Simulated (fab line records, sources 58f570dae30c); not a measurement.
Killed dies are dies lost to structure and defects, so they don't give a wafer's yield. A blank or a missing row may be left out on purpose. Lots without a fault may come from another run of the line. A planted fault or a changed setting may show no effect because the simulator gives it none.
Split-lot experiment | flow berkeley_cmos170 | 5 lots, 23 wafers read, on a route of 331 steps

THE SPLIT
At UCB170_NSD_IMPLANT_08, the setting dose_cm2 was moved away from the recipe's 3e+15 on 7 of the 23 wafers read, by -7.1% to +2.5%. The other wafers ran this setting at the recipe's value.

FROM THE SPLIT TO THE READING: what the file shows between them, 3 steps
- UCB170_NSD_STRIP_09: strips in O2
- UCB170_NSD_CLEAN_11: cleans in SPM, time 600 s
- UCB170_SDANNEAL_RTA_01: time 5 s

THE READING
NSD_RS, in ohm/sq, at UCB170_SDANNEAL_RS_MEAS_03 (measures by four-point-probe). Fault-free wafers of this fab line usually give 37.32 ohm/sq, standard deviation 0.13 ohm/sq.

wafer  | tool, chamber at the split | dose_cm2 as run | against the recipe | NSD_RS, ohm/sq | against lot-mates on the recipe
L075.1 | implanter-03, 0            | 3e+15           | recipe             | 37.18          | -
L075.2 | implanter-03, 0            | 3e+15           | recipe             | 37.25          | -
L075.3 | implanter-03, 0            | 3.065e+15       | +2.2%              | 36.84          | -0.40
L075.4 | implanter-03, 0            | 3e+15           | recipe             | 37.29          | -
L075.5 | implanter-03, 0            | 3.065e+15       | +2.2%              | 36.94          | -0.30
L079.1 | implanter-04, 0            | 2.788e+15       | -7.1%              | 38.65          | +1.31
L079.2 | implanter-04, 0            | 3e+15           | recipe             | 37.32          | -
L079.3 | implanter-04, 0            | 2.788e+15       | -7.1%              | 38.75          | +1.41
L079.4 | implanter-04, 0            | 2.788e+15       | -7.1%              | 38.69          | +1.35
L079.6 | implanter-04, 0            | 3e+15           | recipe             | 37.35          | -
L080.2 | implanter-03, 0            | 3e+15           | recipe             | 37.42          | -
L080.3 | implanter-03, 0            | 3e+15           | recipe             | 37.32          | -
L080.4 | implanter-03, 0            | 3e+15           | recipe             | 37.45          | -
L081.1 | implanter-02, 0            | 3.074e+15       | +2.5%              | 36.96          | -0.52
L081.3 | implanter-02, 0            | 3.074e+15       | +2.5%              | 37.10          | -0.38
L081.4 | implanter-02, 0            | 3e+15           | recipe             | 37.50          | -
L081.5 | implanter-02, 0            | 3e+15           | recipe             | 37.43          | -
L081.6 | implanter-02, 0            | 3e+15           | recipe             | 37.52          | -
L082.1 | implanter-04, 0            | 3e+15           | recipe             | 37.46          | -
L082.2 | implanter-04, 0            | 3e+15           | recipe             | 37.34          | -
L082.4 | implanter-04, 0            | 3e+15           | recipe             | 37.39          | -
L082.5 | implanter-04, 0            | 3e+15           | recipe             | 37.30          | -
L082.6 | implanter-04, 0            | 3e+15           | recipe             | 37.41          | -

THE FIT
A straight line over all 23 wafers: NSD_RS changes by -0.186 ohm/sq for each +1% of dose_cm2; r = -0.98; the points scatter about the line by 0.095 ohm/sq.
The same after taking each lot's own level away (the mean of its wafers on the recipe; 23 wafers): -0.19 ohm/sq for each +1%; r = -0.99; scatter 0.055 ohm/sq.
On that fit, the largest move of dose_cm2 shifts the reading by 1.3 ohm/sq.
The lots' own levels span 37.240 to 37.483 ohm/sq, that is 1.9 times the standard deviation above.
So the lot-to-lot level changes the slope little: the two slopes agree.
Check: with one of the wafers moved furthest among these (-7.1%) left out of the fit, the line predicts +1.37 ohm/sq for it against its lot-mates. It came out at +1.31 ohm/sq against them.

OTHER SPLITS ON THESE WAFERS
These wafers also went through other splits before the reading. Each is held against what the fit with the lots' levels taken away leaves over:
other split on the same wafers    | wafers away from the commonest value | r with NSD_RS (lot level and that fit taken away)
UCB170_PVT_IMPLANT_07 dose_cm2    | 7                                    | -0.31
UCB170_GATE_CVD_04 sih4_flow_sccm | 15                                   | -0.08
UCB170_GATE_EXPOSE_09 dose_mj     | 7                                    | +0.06
UCB170_PLDD_IMPLANT_08 dose_cm2   | 9                                    | -0.09
UCB170_NLDD_PEB_04 peb_temp_c     | 7                                    | -0.50
UCB170_NLDD_IMPLANT_09 energy_kev | 8                                    | -0.11

THE WHOLE CHAIN: every reading that the file lists as answering this split, in the file's order
step                       | what it does                 | reading                  | change (the file's fit)              | r (the file's)
UCB170_NSD_STRIP_09        | strips in O2                 | strip_time_to_endpoint_s | withheld for each +1% of the setting | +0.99
UCB170_SDANNEAL_RS_MEAS_03 | measures by four-point-probe | NSD_RS                   | -0.189 for each +1% of the setting   | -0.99

THE FILE'S OWN FIT
NSD_RS changes by -0.189 ohm/sq for each +1% of dose_cm2, r = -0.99.
